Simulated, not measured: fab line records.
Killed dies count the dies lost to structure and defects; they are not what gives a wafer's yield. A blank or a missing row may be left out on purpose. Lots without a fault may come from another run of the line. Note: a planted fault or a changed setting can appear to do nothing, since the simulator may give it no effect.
Lot-split experiment / flow rit-cmos / 23 wafers read from 5 lots, route of 202 steps

## THE SPLIT ITSELF
At RIT_PRETRO_COAT_01 (resist thk 1300 nm), the setting spin-rpm was moved away from the recipe's 2000 rpm on 8 of the 23 wafers read, by -2.3% to +5.4%. This setting was run at the recipe's value on the other wafers.

## FROM THE SPLIT TO THE READING: what the file shows between them, 3 steps
- RIT_PRETRO_SOFTBAKE_02: time 60 s
- RIT_PRETRO_EXPOSE_03: exposes mask M5, target cd 43700 nm
- RIT_PRETRO_DEVELOP_05: develop time 68 s

## THE READING
NOVOLAK_of_PRETRO_COAT_01.thk-nm (the simulator's own value, which no gauge read), in nm, at RIT_PRETRO_HARDBAKE_07 (time 120 s). The file gives no usual value for it. Across the 15 wafers here that went through the recipe, the average is 1137 nm and the standard deviation 3.1 nm.

wafer=L076.1; tool, chamber at the split=litho-track-03, 0; spin-rpm as run, rpm=2000; against the recipe=recipe; NOVOLAK_of_PRETRO_COAT_01.thk-nm, nm=1140; against lot-mates on the recipe=-
wafer=L076.2; tool, chamber at the split=litho-track-03, 0; spin-rpm as run, rpm=2109; against the recipe=+5.4%; NOVOLAK_of_PRETRO_COAT_01.thk-nm, nm=1110; against lot-mates on the recipe=-30
wafer=L076.3; tool, chamber at the split=litho-track-03, 0; spin-rpm as run, rpm=2109; against the recipe=+5.4%; NOVOLAK_of_PRETRO_COAT_01.thk-nm, nm=1105; against lot-mates on the recipe=-35
wafer=L076.4; tool, chamber at the split=litho-track-03, 0; spin-rpm as run, rpm=2000; against the recipe=recipe; NOVOLAK_of_PRETRO_COAT_01.thk-nm, nm=1139; against lot-mates on the recipe=-
wafer=L076.6; tool, chamber at the split=litho-track-03, 0; spin-rpm as run, rpm=2000; against the recipe=recipe; NOVOLAK_of_PRETRO_COAT_01.thk-nm, nm=1141; against lot-mates on the recipe=-
wafer=L078.2; tool, chamber at the split=litho-track-02, 0; spin-rpm as run, rpm=1953; against the recipe=-2.3%; NOVOLAK_of_PRETRO_COAT_01.thk-nm, nm=1148; against lot-mates on the recipe=+15
wafer=L078.3; tool, chamber at the split=litho-track-02, 0; spin-rpm as run, rpm=2000; against the recipe=recipe; NOVOLAK_of_PRETRO_COAT_01.thk-nm, nm=1134; against lot-mates on the recipe=-
wafer=L078.4; tool, chamber at the split=litho-track-02, 0; spin-rpm as run, rpm=2000; against the recipe=recipe; NOVOLAK_of_PRETRO_COAT_01.thk-nm, nm=1133; against lot-mates on the recipe=-
wafer=L078.5; tool, chamber at the split=litho-track-02, 0; spin-rpm as run, rpm=2000; against the recipe=recipe; NOVOLAK_of_PRETRO_COAT_01.thk-nm, nm=1132; against lot-mates on the recipe=-
wafer=L078.6; tool, chamber at the split=litho-track-02, 0; spin-rpm as run, rpm=1953; against the recipe=-2.3%; NOVOLAK_of_PRETRO_COAT_01.thk-nm, nm=1145; against lot-mates on the recipe=+12
wafer=L080.2; tool, chamber at the split=litho-track-01, 0; spin-rpm as run, rpm=2000; against the recipe=recipe; NOVOLAK_of_PRETRO_COAT_01.thk-nm, nm=1138; against lot-mates on the recipe=-
wafer=L080.3; tool, chamber at the split=litho-track-01, 0; spin-rpm as run, rpm=2000; against the recipe=recipe; NOVOLAK_of_PRETRO_COAT_01.thk-nm, nm=1138; against lot-mates on the recipe=-
wafer=L080.5; tool, chamber at the split=litho-track-01, 0; spin-rpm as run, rpm=2000; against the recipe=recipe; NOVOLAK_of_PRETRO_COAT_01.thk-nm, nm=1139; against lot-mates on the recipe=-
wafer=L081.1; tool, chamber at the split=litho-track-02, 0; spin-rpm as run, rpm=2000; against the recipe=recipe; NOVOLAK_of_PRETRO_COAT_01.thk-nm, nm=1134; against lot-mates on the recipe=-
wafer=L081.5; tool, chamber at the split=litho-track-02, 0; spin-rpm as run, rpm=2000; against the recipe=recipe; NOVOLAK_of_PRETRO_COAT_01.thk-nm, nm=1134; against lot-mates on the recipe=-
wafer=L081.2; tool, chamber at the split=litho-track-02, 0; spin-rpm as run, rpm=2080; against the recipe=+4.0%; NOVOLAK_of_PRETRO_COAT_01.thk-nm, nm=1116; against lot-mates on the recipe=-17
wafer=L081.3; tool, chamber at the split=litho-track-02, 0; spin-rpm as run, rpm=2000; against the recipe=recipe; NOVOLAK_of_PRETRO_COAT_01.thk-nm, nm=1132; against lot-mates on the recipe=-
wafer=L081.6; tool, chamber at the split=litho-track-02, 0; spin-rpm as run, rpm=2080; against the recipe=+4.0%; NOVOLAK_of_PRETRO_COAT_01.thk-nm, nm=1115; against lot-mates on the recipe=-18
wafer=L084.1; tool, chamber at the split=litho-track-03, 0; spin-rpm as run, rpm=1953; against the recipe=-2.3%; NOVOLAK_of_PRETRO_COAT_01.thk-nm, nm=1150; against lot-mates on the recipe=+11
wafer=L084.2; tool, chamber at the split=litho-track-03, 0; spin-rpm as run, rpm=1953; against the recipe=-2.3%; NOVOLAK_of_PRETRO_COAT_01.thk-nm, nm=1146; against lot-mates on the recipe=+7
wafer=L084.3; tool, chamber at the split=litho-track-03, 0; spin-rpm as run, rpm=2000; against the recipe=recipe; NOVOLAK_of_PRETRO_COAT_01.thk-nm, nm=1138; against lot-mates on the recipe=-
wafer=L084.4; tool, chamber at the split=litho-track-03, 0; spin-rpm as run, rpm=2000; against the recipe=recipe; NOVOLAK_of_PRETRO_COAT_01.thk-nm, nm=1140; against lot-mates on the recipe=-
wafer=L084.5; tool, chamber at the split=litho-track-03, 0; spin-rpm as run, rpm=2000; against the recipe=recipe; NOVOLAK_of_PRETRO_COAT_01.thk-nm, nm=1139; against lot-mates on the recipe=-

THE FIT
A straight line over all 23 wafers: NOVOLAK_of_PRETRO_COAT_01.thk-nm changes by -5.14 nm for each +1% of spin-rpm; r = -0.97; the points scatter about the line by 2.9 nm.
The same after taking each lot's own level away (the mean of its wafers on the recipe; 23 wafers): -5.29 nm for each +1%; r = -0.98; scatter 2.3 nm.
According to that fit, moving spin-rpm by its largest amount changes the reading by 29 nm.
From 1133.0 to 1140.0 nm: that is the span of the lots' own levels, equal to 2.3 times the standard deviation above.
The two slopes are in agreement: the lot-to-lot level therefore moves the slope only a little.
Check: with one of the wafers moved furthest among these (+5.4%) left out of the fit, the line predicts -28.7 nm for it against its lot-mates. Against them it came out at -30 nm.

## ADDITIONAL SPLITS CARRIED BY THESE WAFERS
Other splits were also applied to these wafers ahead of the reading. Each is held against what the fit with the lots' levels taken away leaves over:
other split on the same wafers=RIT_ACTIVE_CVD_03 temp-c; wafers away from the commonest value=18; r with NOVOLAK_of_PRETRO_COAT_01.thk-nm (lot level and that fit taken away)=-0.07
other split on the same wafers=RIT_ACTIVE_COAT_06 spin-rpm; wafers away from the commonest value=8; r with NOVOLAK_of_PRETRO_COAT_01.thk-nm (lot level and that fit taken away)=+0.11
other split on the same wafers=RIT_ACTIVE_ETCH_13 time-s; wafers away from the commonest value=8; r with NOVOLAK_of_PRETRO_COAT_01.thk-nm (lot level and that fit taken away)=-0.05
other split on the same wafers=RIT_FOX2_CLEAN_02 time-s; wafers away from the commonest value=18; r with NOVOLAK_of_PRETRO_COAT_01.thk-nm (lot level and that fit taken away)=+0.04
other split on the same wafers=RIT_NWELL_COAT_01 resist-thk-nm; wafers away from the commonest value=7; r with NOVOLAK_of_PRETRO_COAT_01.thk-nm (lot level and that fit taken away)=-0.19
other split on the same wafers=RIT_NWELL_HARDBAKE_07 temp-c; wafers away from the commonest value=10; r with NOVOLAK_of_PRETRO_COAT_01.thk-nm (lot level and that fit taken away)=-0.09
other split on the same wafers=RIT_PWELL_IMPLANT_08 energy-kev; wafers away from the commonest value=8; r with NOVOLAK_of_PRETRO_COAT_01.thk-nm (lot level and that fit taken away)=+0.03

## THE WHOLE CHAIN: every reading that the file lists as answering this split, in the file's order
step=RIT_PRETRO_COAT_01; what it does=resist thk 1300 nm; reading=NOVOLAK_of_PRETRO_COAT_01.thk-nm (the simulator's own value, which no gauge read); change (the file's fit)=-6.16 nm for each +1% of the setting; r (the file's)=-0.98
step=RIT_PRETRO_HARDBAKE_07; what it does=time 120 s; reading=NOVOLAK_of_PRETRO_COAT_01.thk-nm (the simulator's own value, which no gauge read); change (the file's fit)=-5.31 nm for each +1% of the setting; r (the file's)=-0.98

## THE FILE'S OWN FIT
NOVOLAK_of_PRETRO_COAT_01.thk-nm changes by -5.31 nm for each +1% of spin-rpm, r = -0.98.
